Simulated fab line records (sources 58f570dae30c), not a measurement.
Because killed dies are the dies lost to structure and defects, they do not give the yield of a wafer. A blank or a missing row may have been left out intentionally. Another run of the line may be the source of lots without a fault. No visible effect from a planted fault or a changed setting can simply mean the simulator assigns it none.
Which tool was responsible? | flow berkeley-cmos170 | Sampling: 7 lots, 21 wafers, 2 of 331 route steps

== WHAT THE GAUGES SHOWED, per wafer ==
UCB170_ACTIVE_CD_MEAS_13: target cd 1200 nm.
lot  | measured    | on        | cd-nm (nm)
L606 | day 5 17:08 | cd-sem-01 | 1199.7 1200.6 1201.3
L604 | day 5 17:44 | cd-sem-01 | 1201.7 1203.1 1201.3
L610 | day 6 20:25 | cd-sem-02 | 1198.0 1198.1 1197.9
L614 | day 7 10:44 | cd-sem-02 | 1198.1 1197.2 1200.5
L616 | day 7 23:26 | cd-sem-01 | 1200.9 1202.3 1201.2
L618 | day 8 14:56 | cd-sem-01 | 1200.1 1200.2 1200.1
L621 | day 9 10:52 | cd-sem-02 | 1201.4 1201.7 1200.3

== TOOL THAT RAN EACH LOT (tool first, then ch and the chambers of the sampled wafers, then the start) ==
lot  | UCB170_ACTIVE_COAT_08
L606 | litho-track-04 ch 0, day 5 16:26
L604 | litho-track-01 ch 0, day 5 16:33
L610 | litho-track-04 ch 0, day 6 19:44
L614 | litho-track-04 ch 0, day 7 09:56
L616 | litho-track-04 ch 0, day 7 22:09
L618 | litho-track-04 ch 0, day 8 13:45
L621 | litho-track-01 ch 0, day 9 10:00
- UCB170_ACTIVE_COAT_08: resist thk 900 nm.

== THE ANSWER, worked out from the rows above alone ==
Rule: usual is defined by the lots themselves. Put in order of their means at a reading, lots are off if they are a third of the lots or fewer, leave a main group of 4 or more, and stand apart from it by a gap of 3 or more times the standard deviation of the main group's means; of several such gaps the widest counts. If all means in a main group match to the digits the tables above print for the reading, that group is not used. A lot without any number at a reading at which 4 lots or more have one is off too. All remaining lots with rows at the step are treated as sound.
Nothing can be told from this: no lot is off at any reading shown.

== WHAT HAD BEEN PUT IN BY THE SIMULATOR ==
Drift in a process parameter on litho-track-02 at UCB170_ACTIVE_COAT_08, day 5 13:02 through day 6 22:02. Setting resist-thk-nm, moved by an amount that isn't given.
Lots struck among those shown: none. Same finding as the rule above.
